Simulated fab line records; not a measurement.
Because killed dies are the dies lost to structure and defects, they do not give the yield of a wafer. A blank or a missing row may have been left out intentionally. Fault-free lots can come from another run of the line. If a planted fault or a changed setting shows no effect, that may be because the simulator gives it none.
Lot-split experiment	flow rit-cmos	23 wafers read across 5 lots, on a route 202 steps long

== SPLIT DETAILS ==
At RIT_GATE_CVD_08 (deposits poly-Si from SiH4, target thk 250 nm, time 2220 s), the setting time-s was moved away from the recipe's 2220 s on 5 of the 23 wafers read, by -4.1%. All remaining wafers had this setting at the recipe value.

There is no step in the file separating the split from the reading.

== THE READING ==
GATE_POLY_THK, in nm, at RIT_GATE_THK_MEAS_09. Typical for fault-free wafers on this fab line: 251.0 nm, with standard deviation 2.3 nm.

wafer	tool, chamber at the split	time-s as run, s	against the recipe	GATE_POLY_THK, nm	against lot-mates on the recipe
L077.1	lpcvd-02, 0	2220	recipe	250.8	-
L077.2	lpcvd-02, 0	2220	recipe	251.8	-
L077.3	lpcvd-02, 0	2220	recipe	250.3	-
L081.1	-, -	2220	recipe	249.7	-
L081.2	-, -	2220	recipe	250.6	-
L081.3	-, -	2220	recipe	249.6	-
L081.4	-, -	2220	recipe	250.4	-
L081.6	-, -	2220	recipe	251.5	-
L082.2	-, -	2220	recipe	251.8	-
L082.3	-, -	2220	recipe	251.2	-
L082.4	-, -	2220	recipe	248.9	-
L082.5	-, -	2220	recipe	249.6	-
L082.6	-, -	2220	recipe	249.0	-
L083.1	-, -	2220	recipe	251.2	-
L083.3	-, -	2220	recipe	250.6	-
L083.4	-, -	2220	recipe	249.4	-
L083.5	-, -	2220	recipe	249.7	-
L083.6	-, -	2220	recipe	252.3	-
L084.1	-, -	2129	-4.1%	239.5	no lot-mate on the recipe
L084.2	-, -	2129	-4.1%	239.6	no lot-mate on the recipe
L084.3	-, -	2129	-4.1%	239.7	no lot-mate on the recipe
L084.5	-, -	2129	-4.1%	241.3	no lot-mate on the recipe
L084.6	-, -	2129	-4.1%	238.7	no lot-mate on the recipe

THE FIT
A straight line over all 23 wafers: GATE_POLY_THK changes by +2.61 nm for each +1% of time-s; r = +0.98; the points scatter about the line by 1 nm.
Too few moved wafers with a lot-mate on the recipe to fit a line net of each lot's own level.

== THE WHOLE CHAIN: every reading that the file lists as answering this split, in the file's order ==
step	what it does	reading	change (the file's fit)	r (the file's)
RIT_GATE_CVD_08	deposits poly-Si from SiH4, target thk 250 nm, time 2220 s	poly-Si_of_GATE_CVD_08.thk-nm (the simulator's own value, which no gauge read)	+2.59 nm for each +1% of the setting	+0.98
RIT_GATE_THK_MEAS_09		GATE_POLY_THK	+2.61 for each +1% of the setting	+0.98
RIT_GATE_ETCH_19	etches poly-Si in SF6/CHF3/O2, stops on SiO2, time 165 s, target depth 312.5 nm	GATE.feature-depth-nm (the simulator's own value, which no gauge read)	+2.59 nm for each +1% of the setting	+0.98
RIT_GATE_ETCH_19	etches poly-Si in SF6/CHF3/O2, stops on SiO2, time 165 s, target depth 312.5 nm	etch.depth-nm (the simulator's own value, which no gauge read)	+2.51 nm for each +1% of the setting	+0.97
RIT_M1_PROBE_99		etest.nplus-sal.width-nm (the simulator's own value, which no gauge read)	-133 nm for each +1% of the setting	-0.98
RIT_M1_PROBE_99		etest.pplus-sal.width-nm (the simulator's own value, which no gauge read)	-129 nm for each +1% of the setting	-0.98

== FILE'S OWN FIT ==
GATE_POLY_THK changes by +2.61 nm for each +1% of time-s, r = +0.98.
